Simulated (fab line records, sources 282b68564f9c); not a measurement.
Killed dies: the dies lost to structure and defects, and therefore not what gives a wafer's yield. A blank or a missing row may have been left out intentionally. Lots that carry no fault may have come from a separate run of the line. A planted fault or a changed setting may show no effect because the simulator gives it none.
Struck lot and sound lot, side by side -- flow rit-cmos -- 20 out of 202 route steps
Sound: these wafers, L378.3, L378.4, L378.6. Wafers struck: L389.1, L389.5, L389.6. At the end, the cause is stated.
For every step that has rows: the tool of each side, followed by ch and its chambers, followed by its first start. Under that, the readings that differ: sound wafers -- struck wafers -- difference of the means -- sigmas: that difference in standard deviations of wafers without a fault.
alike: words and numbers the same on both sides, and readings whose means are apart by under 2 such deviations; not compared: readings that were withheld, readings missing a value for some wafer, numbers with overlapping values and no deviation given by the record, and bounds like >300 which may hide the same value.
The two part at a step that has a row with sigmas, a row that says differs or no value, or rows on one side only. When numbers do not overlap yet have no deviation, they are printed without sigmas and do not part them. A reading missing from all wafers of one side parts the sides only when that side holds two or more wafers.

first, 2 steps without rows for these wafers: RIT_NSD_HARDBAKE_07 (time 60 s); RIT_NSD_IMPLANT_08.
RIT_NSD_STRIP_09: strips in O2, time 180 s.
  sound on plasma-asher-02 ch 0,1, day 4 13:04; struck on plasma-asher-02 ch 0,1, day 6 22:34
  alike: drypump-motor-current-A
  not compared: rf-hours-counter-h
RIT_NSD_TW_MEAS_10:
  struck on film-metro-03, day 6 22:44; sound on film-metro-01, day 4 13:12
  alike: NSD_TW
then, 6 steps without rows for these wafers: RIT_PSD_HMDS_00 (prime time 60 s); RIT_PSD_COAT_01 (resist thk 1000 nm); RIT_PSD_SOFTBAKE_02 (time 60 s); RIT_PSD_EXPOSE_03 (exposes mask M10, target cd 40900 nm); RIT_PSD_PEB_04; RIT_PSD_DEVELOP_05 (develop time 50 s).
RIT_PSD_OVL_MEAS_06:
  struck on overlay-02, day 6 23:38; sound on overlay-01, day 4 14:14
  alike: PSD_OVL
then, 1 step without rows for these wafers: RIT_PSD_HARDBAKE_07 (time 60 s).
RIT_PSD_IMPLANT_08:
  sound on implanter-01 ch 0, day 4 14:28; struck on implanter-01, day 6 23:50
  no value came back on the struck wafers for beam-energy-keV, beam-on-s (s), dose-ions-cm2, implant-ion-amu; on the sound wafers beam-energy-keV reads 26.993 26.991 27.000
RIT_PSD_STRIP_09: strips in O2, time 180 s.
  sound on plasma-asher-02 ch 0,1, day 4 14:37; struck on plasma-asher-03 ch 0,1, day 6 23:59
  alike: drypump-motor-current-A
  not compared: rf-hours-counter-h
RIT_PSD_TW_MEAS_10:
  struck on film-metro-01, day 7 00:09; sound on film-metro-01, day 4 14:45
reading,sound,struck,difference,sigmas
PSD_TW,3414 3413 3399,30 30 30,-3379,-99 or more
then, 3 steps without rows for these wafers: RIT_SDANNEAL_CLEAN_00 (cleans in SC1, time 600 s); RIT_SDANNEAL_CLEAN_01 (cleans in dHF, time 30 s); RIT_SDANNEAL_CLEAN_02 (cleans in SC2, time 600 s).
RIT_SDANNEAL_RTA_03: time 5 s.
  sound on rtp-anneal-01 ch 0, day 4 15:11; struck on rtp-anneal-02 ch 0, day 7 00:57
  alike: anneal-temp-c-max, wafer_temp_C_max
RIT_SDANNEAL_RS_MEAS_04: a four-point-probe measurement.
  struck on film-metro-04, day 7 01:06; sound on film-metro-03, day 4 15:16
reading,sound,struck,difference,sigmas
PSD_RS (ohm/sq),116.29 116.30 116.27,132.93 132.80 133.00,+16.62,+64

WHERE THEY PART
First at RIT_PSD_IMPLANT_08; last, within this record, at RIT_SDANNEAL_RS_MEAS_04.

WHY: what the simulator had put in
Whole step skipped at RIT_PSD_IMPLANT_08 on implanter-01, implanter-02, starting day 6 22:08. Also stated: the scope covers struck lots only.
